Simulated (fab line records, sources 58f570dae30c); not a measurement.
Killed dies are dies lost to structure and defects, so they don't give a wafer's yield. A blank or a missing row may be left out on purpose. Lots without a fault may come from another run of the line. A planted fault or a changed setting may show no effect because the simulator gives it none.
Which tool did it? | flow berkeley_cmos170 | 15 lots, 45 wafers sampled, at 4 steps of a route of 331

WHAT THE GAUGES READ, wafer by wafer
UCB170_START_BOW_MEAS_00. Usual: INCOMING_BOW 0 um, standard deviation 6.3.
lot  | measured    | on            | INCOMING_BOW (um) | flag
L225 | day 1 15:00 | film_metro-02 | 10 -1 4           |
L227 | day 2 01:00 | film_metro-02 | -6 -2 0           |
L229 | day 2 11:01 | film_metro-04 | 5 4 13            |
L230 | day 2 16:04 | film_metro-02 | -2 -7 -3          |
L231 | day 2 21:00 | film_metro-03 | -1 -1 9           |
L232 | day 3 02:04 | film_metro-04 | -5 -1 -3          |
L233 | day 3 07:00 | film_metro-04 | -1 -16 7          |
L238 | day 4 08:01 | film_metro-02 | 3 6 -2            |
L239 | day 4 13:02 | film_metro-04 | 8 3 14            |
L241 | day 4 23:01 | film_metro-02 | 15 2 -5           |
L242 | day 5 04:00 | film_metro-04 | 1 3 0             |
L243 | day 5 09:01 | film_metro-03 | -10 9 7           |
L245 | day 5 19:00 | film_metro-02 | 8 0 6             |
L246 | day 6 00:00 | film_metro-03 | 6 3 0             |
L247 | day 6 05:05 | film_metro-03 | 6 -4 4            |

UCB170_V1_THK_MEAS_01. Usual: V1_TEOS_THK 2006 nm, standard deviation 28.
lot  | measured     | on            | V1_TEOS_THK (nm) | flag
L225 | day 8 09:18  | film_metro-01 | 1995 2043 2019   |
L227 | day 8 17:28  | film_metro-01 | 2023 2017 2028   |
L229 | day 8 21:28  | film_metro-02 | 2006 1994 2047   |
L230 | day 8 18:49  | film_metro-02 | 1981 2027 2039   |
L231 | day 9 14:34  | film_metro-01 | 1969 2029 2026   |
L232 | day 9 15:55  | film_metro-02 | 2006 2016 2006   |
L233 | day 9 15:53  | film_metro-01 | 2017 1994 2030   |
L238 | day 11 12:48 | film_metro-02 | 1995 2026 1993   |
L239 | day 11 11:22 | film_metro-02 | 2036 2044 2034   |
L241 | day 11 23:26 | film_metro-03 | 2009 2005 2025   |
L242 | day 12 00:45 | film_metro-01 | 1966 1998 1992   |
L243 | day 12 02:06 | film_metro-01 | 2007 1997 2007   |
L245 | day 12 16:27 | film_metro-02 | 2002 2019 2020   |
L246 | day 12 17:47 | film_metro-03 | 1999 1965 2060   |
L247 | day 13 00:44 | film_metro-01 | 2031 2057 1998   |

UCB170_V2_OVL_MEAS_13. Usual: V2_OVL -2 nm, standard deviation 5.3.
lot  | measured     | on         | V2_OVL (nm) | flag
L225 | day 8 18:18  | overlay-01 | 3 -2 -10    |
L227 | day 9 01:08  | overlay-02 | -12 -10 -8  |
L229 | day 9 07:20  | overlay-02 | -4 4 4      |
L230 | day 9 02:50  | overlay-02 | -9 2 -5     |
L231 | day 9 23:00  | overlay-01 | 0 -6 0      |
L232 | day 9 23:17  | overlay-02 | -8 0 -5     |
L233 | day 9 23:31  | overlay-01 | 3 2 -2      |
L238 | day 11 21:25 | overlay-02 | -7 -8 -2    |
L239 | day 11 18:32 | overlay-02 | -11 -6 -8   |
L241 | day 12 07:47 | overlay-01 | 4 -5 -4     |
L242 | day 12 08:31 | overlay-02 | -3 6 1      |
L243 | day 12 09:11 | overlay-01 | 14 3 9      |
L245 | day 13 01:20 | overlay-01 | 1 4 3       |
L246 | day 13 01:35 | overlay-02 | -8 -3 -7    |
L247 | day 13 10:01 | overlay-02 | 2 4 7       |

WHICH TOOL RAN EACH LOT (tool, then ch and the chambers of the sampled wafers, then the start)
lot  | UCB170_PFIELD_EXPOSE_03
L225 | krf_scanner-02 ch 0, day 5 05:01
L227 | krf_scanner-01 ch 0, day 5 04:11
L229 | krf_scanner-01 ch 0, day 5 16:53
L230 | krf_scanner-01 ch 0, day 5 17:08
L231 | krf_scanner-01, day 6 04:13
L232 | krf_scanner-02, day 6 04:33
L233 | krf_scanner-01, day 6 04:59
L238 | krf_scanner-02 ch 0, day 8 00:10
L239 | krf_scanner-02 ch 0, day 8 00:04
L241 | krf_scanner-01 ch 0, day 8 12:08
L242 | krf_scanner-01 ch 0, day 8 12:01
L243 | krf_scanner-01 ch 0, day 8 19:50
L245 | krf_scanner-01 ch 0, day 9 06:36
L246 | krf_scanner-02 ch 0, day 9 06:50
L247 | krf_scanner-01 ch 0, day 9 17:19
- UCB170_PFIELD_EXPOSE_03: exposes mask PFIELD, target cd 1500 nm.

WHAT THE TOOLS THEMSELVES READ (means of the sampled wafers that have a number; where no wafer has one, the mark that the record gives instead)
UCB170_PFIELD_EXPOSE_03. Usual: exposure_dose_mJ_cm2 30.00, standard deviation 0.032; focus_offset_nm 0.1 nm, standard deviation 0.54.
lot  | tool           | exposure_dose_mJ_cm2 | focus_offset_nm (nm) | flag
L225 | krf_scanner-02 | 29.99                | -0.1                 |
L227 | krf_scanner-01 | 29.98                | 0.1                  |
L229 | krf_scanner-01 | 29.98                | 0.1                  |
L230 | krf_scanner-01 | 30.01                | 0.7                  |
L231 | krf_scanner-01 | -                    | -                    | OFF
L232 | krf_scanner-02 | -                    | -                    | OFF
L233 | krf_scanner-01 | -                    | -                    | OFF
L238 | krf_scanner-02 | 30.01                | -0.6                 |
L239 | krf_scanner-02 | 29.99                | 0.3                  |
L241 | krf_scanner-01 | 29.98                | 0.1                  |
L242 | krf_scanner-01 | 29.99                | -0.3                 |
L243 | krf_scanner-01 | 30.03                | 0.4                  |
L245 | krf_scanner-01 | 29.96                | 0.4                  |
L246 | krf_scanner-02 | 30.06                | 0.9                  |
L247 | krf_scanner-01 | 29.98                | -0.0                 |

THE ANSWER, worked out from the rows above alone
Rule: a lot is off if the mean of its wafers that have a number lies more than 3 standard deviations from the usual mean. A lot without any number at a reading at which 4 lots or more have one is off too. The other lots that the step has rows for count as sound. The gauges are gone through in route order, then the tools' own readings, and for those a lot's mean is taken as printed above. The first step at which some lot is off is used, and at that step the reading that is off furthest; a lot without a number counts as furthest.
Off: L231, L232, L233, at UCB170_PFIELD_EXPOSE_03 (exposure_dose_mJ_cm2). Without a number there: L231, L232, L233.
A tool fits if, at that step or a process step before it, it ran every lot that is off, and no sound lot after the first of them. None of those tried fits.

WHAT THE SIMULATOR HAD PUT IN
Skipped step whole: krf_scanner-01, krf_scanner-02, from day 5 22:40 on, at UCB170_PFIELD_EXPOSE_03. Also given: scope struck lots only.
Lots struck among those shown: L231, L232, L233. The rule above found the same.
